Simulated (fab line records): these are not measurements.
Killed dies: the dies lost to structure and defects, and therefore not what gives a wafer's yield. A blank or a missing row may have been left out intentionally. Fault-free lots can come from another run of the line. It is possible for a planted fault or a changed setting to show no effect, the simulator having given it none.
What tool caused it? :: flow berkeley cmos170 :: 16 lots, 48 wafers sampled, at 5 steps of a route of 331

WHAT THE GAUGES READ, wafer by wafer
UCB170_NLDD_TW_MEAS_11.
lot: L927
measured: day 7 17:41
on: film metro-01
NLDD_TW: 2214 2198 2202

lot: L928
measured: day 7 18:01
on: film metro-04
NLDD_TW: 2234 2233 2226

lot: L926
measured: day 7 18:53
on: film metro-04
NLDD_TW: 2230 2229 2239

lot: L931
measured: day 8 02:10
on: film metro-01
NLDD_TW: 2201 2189 2196

lot: L930
measured: day 8 02:53
on: film metro-01
NLDD_TW: 2193 2199 2199

lot: L929
measured: day 8 03:10
on: film metro-02
NLDD_TW: 2248 2255 2238

lot: L933
measured: day 8 17:50
on: film metro-04
NLDD_TW: 2224 2224 2225

lot: L932
measured: day 8 18:20
on: film metro-04
NLDD_TW: 2215 2221 2210

lot: L935
measured: day 9 01:59
on: film metro-02
NLDD_TW: 2240 2239 2243

lot: L937
measured: day 9 12:40
on: film metro-02
NLDD_TW: 2232 2244 2248

lot: L938
measured: day 9 12:56
on: film metro-01
NLDD_TW: 2181 2194 2188

lot: L940
measured: day 9 23:17
on: film metro-02
NLDD_TW: 2241 2233 2223

lot: L942
measured: day 10 17:35
on: film metro-01
NLDD_TW: 1886 1886 1890

lot: L943
measured: day 10 18:26
on: film metro-04
NLDD_TW: 1933 1925 1929

lot: L945
measured: day 11 14:15
on: film metro-02
NLDD_TW: 1945 1953 1944

lot: L944
measured: day 11 14:34
on: film metro-04
NLDD_TW: 1927 1924 1918

UCB170_PSD_TW_MEAS_10.
lot: L927
measured: day 8 00:25
on: film metro-01
PSD_TW: 2304 2295 2308

lot: L928
measured: day 8 00:08
on: film metro-04
PSD_TW: 2345 2358 2338

lot: L926
measured: day 8 00:40
on: film metro-02
PSD_TW: 2368 2371 2354

lot: L931
measured: day 8 10:47
on: film metro-02
PSD_TW: 2370 2364 2366

lot: L930
measured: day 8 11:04
on: film metro-01
PSD_TW: 2302 2304 2301

lot: L929
measured: day 8 10:59
on: film metro-04
PSD_TW: 2342 2344 2351

lot: L933
measured: day 9 02:10
on: film metro-02
PSD_TW: 2350 2353 2346

lot: L932
measured: day 9 02:36
on: film metro-04
PSD_TW: 2327 2303 2310

lot: L935
measured: day 9 09:23
on: film metro-02
PSD_TW: 2357 2348 2363

lot: L937
measured: day 9 22:07
on: film metro-02
PSD_TW: 2349 2348 2347

lot: L938
measured: day 9 21:30
on: film metro-01
PSD_TW: 2314 2306 2304

lot: L940
measured: day 10 07:48
on: film metro-04
PSD_TW: 2332 2319 2328

lot: L942
measured: day 11 00:34
on: film metro-01
PSD_TW: 2299 2297 2304

lot: L943
measured: day 11 00:48
on: film metro-04
PSD_TW: 2327 2322 2326

lot: L945
measured: day 11 20:11
on: film metro-02
PSD_TW: 2378 2388 2370

lot: L944
measured: day 12 02:46
on: film metro-01
PSD_TW: 2305 2300 2306

UCB170_SDANNEAL_RS_MEAS_05: the measuring method here is four-point-probe.
lot: L927
measured: day 8 04:47
on: film metro-04
NLDD_RS (ohm/sq): 614.1 613.6 614.8

lot: L928
measured: day 8 04:38
on: film metro-02
NLDD_RS (ohm/sq): 613.8 616.8 613.8

lot: L926
measured: day 8 05:02
on: film metro-01
NLDD_RS (ohm/sq): 615.8 615.0 616.1

lot: L931
measured: day 8 14:32
on: film metro-02
NLDD_RS (ohm/sq): 616.7 617.1 614.5

lot: L930
measured: day 8 15:13
on: film metro-01
NLDD_RS (ohm/sq): 613.6 614.8 613.9

lot: L929
measured: day 8 14:52
on: film metro-04
NLDD_RS (ohm/sq): 615.3 615.0 614.7

lot: L933
measured: day 9 06:44
on: film metro-01
NLDD_RS (ohm/sq): 615.2 616.8 616.6

lot: L932
measured: day 9 07:55
on: film metro-02
NLDD_RS (ohm/sq): 618.6 619.4 617.8

lot: L935
measured: day 9 15:22
on: film metro-04
NLDD_RS (ohm/sq): 614.3 615.4 615.0

lot: L937
measured: day 10 01:32
on: film metro-02
NLDD_RS (ohm/sq): 616.6 616.8 616.5

lot: L938
measured: day 10 00:41
on: film metro-02
NLDD_RS (ohm/sq): 616.6 616.5 616.5

lot: L940
measured: day 10 11:06
on: film metro-02
NLDD_RS (ohm/sq): 615.5 616.3 615.8

lot: L942
measured: day 11 03:49
on: film metro-04
NLDD_RS (ohm/sq): - - -

lot: L943
measured: day 11 04:07
on: film metro-01
NLDD_RS (ohm/sq): - - -

lot: L945
measured: day 12 00:28
on: film metro-04
NLDD_RS (ohm/sq): - - -

lot: L944
measured: day 12 05:57
on: film metro-01
NLDD_RS (ohm/sq): - - -

UCB170_M1_OVL_MEAS_10.
lot: L927
measured: day 8 17:05
on: overlay-02
M1_OVL (nm): 0 -3 -7

lot: L928
measured: day 8 17:41
on: overlay-02
M1_OVL (nm): 7 -7 -6

lot: L926
measured: day 8 16:40
on: overlay-01
M1_OVL (nm): 3 0 -3

lot: L931
measured: day 8 21:07
on: overlay-01
M1_OVL (nm): 11 2 4

lot: L930
measured: day 8 22:47
on: overlay-02
M1_OVL (nm): -2 -2 -7

lot: L929
measured: day 8 22:27
on: overlay-02
M1_OVL (nm): 8 8 5

lot: L933
measured: day 9 13:22
on: overlay-02
M1_OVL (nm): 2 2 6

lot: L932
measured: day 9 14:31
on: overlay-02
M1_OVL (nm): 9 3 1

lot: L935
measured: day 9 23:12
on: overlay-02
M1_OVL (nm): -7 2 3

lot: L937
measured: day 10 14:43
on: overlay-02
M1_OVL (nm): 0 3 -1

lot: L938
measured: day 10 07:10
on: overlay-01
M1_OVL (nm): 6 1 5

lot: L940
measured: day 10 20:15
on: overlay-02
M1_OVL (nm): -5 -7 -3

lot: L942
measured: day 11 12:21
on: overlay-01
M1_OVL (nm): 2 -1 4

lot: L943
measured: day 11 13:04
on: overlay-01
M1_OVL (nm): 3 -1 7

lot: L945
measured: day 12 07:12
on: overlay-02
M1_OVL (nm): 2 -5 1

lot: L944
measured: day 12 14:28
on: overlay-02
M1_OVL (nm): 3 6 4

WHAT TOOL EACH LOT RAN ON (gives the tool, then ch and the chambers of the sampled wafers, and finally the start)
lot: L927
UCB170_NLDD_IMPLANT_08: implanter-04 ch 0, day 7 17:19

lot: L928
UCB170_NLDD_IMPLANT_08: implanter-01 ch 0, day 7 17:38

lot: L926
UCB170_NLDD_IMPLANT_08: implanter-04 ch 0, day 7 18:29

lot: L931
UCB170_NLDD_IMPLANT_08: implanter-02 ch 0, day 8 01:46

lot: L930
UCB170_NLDD_IMPLANT_08: implanter-01 ch 0, day 8 02:29

lot: L929
UCB170_NLDD_IMPLANT_08: implanter-02 ch 0, day 8 02:46

lot: L933
UCB170_NLDD_IMPLANT_08: implanter-02 ch 0, day 8 17:27

lot: L932
UCB170_NLDD_IMPLANT_08: implanter-01 ch 0, day 8 17:57

lot: L935
UCB170_NLDD_IMPLANT_08: implanter-04 ch 0, day 9 01:35

lot: L937
UCB170_NLDD_IMPLANT_08: implanter-04 ch 0, day 9 12:18

lot: L938
UCB170_NLDD_IMPLANT_08: implanter-02 ch 0, day 9 12:33

lot: L940
UCB170_NLDD_IMPLANT_08: implanter-04 ch 0, day 9 22:52

lot: L942
UCB170_NLDD_IMPLANT_08: implanter-01 ch 0, day 10 17:13

lot: L943
UCB170_NLDD_IMPLANT_08: implanter-01 ch 0, day 10 18:04

lot: L945
UCB170_NLDD_IMPLANT_08: implanter-04 ch 0, day 11 13:51

lot: L944
UCB170_NLDD_IMPLANT_08: implanter-01 ch 0, day 11 14:13
- UCB170_NLDD_IMPLANT_08

WHAT THE TOOLS THEMSELVES READ (means of the sampled wafers that have a number; where no wafer has one, the mark that the record gives instead)
UCB170_NLDD_IMPLANT_08.
lot: L927
tool: implanter-04
beam on s (s): 10.01

lot: L928
tool: implanter-01
beam on s (s): 9.96

lot: L926
tool: implanter-04
beam on s (s): 9.84

lot: L931
tool: implanter-02
beam on s (s): 10.12

lot: L930
tool: implanter-01
beam on s (s): 10.13

lot: L929
tool: implanter-02
beam on s (s): 9.95

lot: L933
tool: implanter-02
beam on s (s): 10.04

lot: L932
tool: implanter-01
beam on s (s): 10.07

lot: L935
tool: implanter-04
beam on s (s): 9.98

lot: L937
tool: implanter-04
beam on s (s): 10.06

lot: L938
tool: implanter-02
beam on s (s): 9.72

lot: L940
tool: implanter-04
beam on s (s): 9.99

lot: L942
tool: implanter-01
beam on s (s): 10.08

lot: L943
tool: implanter-01
beam on s (s): 10.06

lot: L945
tool: implanter-04
beam on s (s): 10.06

lot: L944
tool: implanter-01
beam on s (s): 9.98

THE ANSWER, worked out from the rows above alone
Rule: the usual values come from the lots themselves. Put in order of their means at a reading, lots are off if they are a third of the lots or fewer, leave a main group of 4 or more, and stand apart from it by a gap of 3 or more times the standard deviation of the main group's means; of several such gaps the widest counts. The tables above print the reading to a certain number of digits; a main group whose means all agree to those digits is not used. Also off: a lot with no number at a reading for which 4 or more lots have one. Where the step has rows for the other lots, those lots are counted as sound. The gauges are gone through in route order, then the tools' own readings, and for those a lot's mean is taken as printed above. At the first step where some lot is off, the reading lying furthest off is the one used; lots without a number count as furthest.
Off: L942, L943, L945, L944, seen at UCB170_NLDD_TW_MEAS_11 (NLDD_TW). Mean 2221 and standard deviation 19 in the main group.
A tool fits if, at a process step before that reading, it ran every lot that is off, and no sound lot after the first of them. Gauges at UCB170_NLDD_TW_MEAS_11: tried the same way as those tools. No candidate that was tried fits.

WHAT THE SIMULATOR PUT IN
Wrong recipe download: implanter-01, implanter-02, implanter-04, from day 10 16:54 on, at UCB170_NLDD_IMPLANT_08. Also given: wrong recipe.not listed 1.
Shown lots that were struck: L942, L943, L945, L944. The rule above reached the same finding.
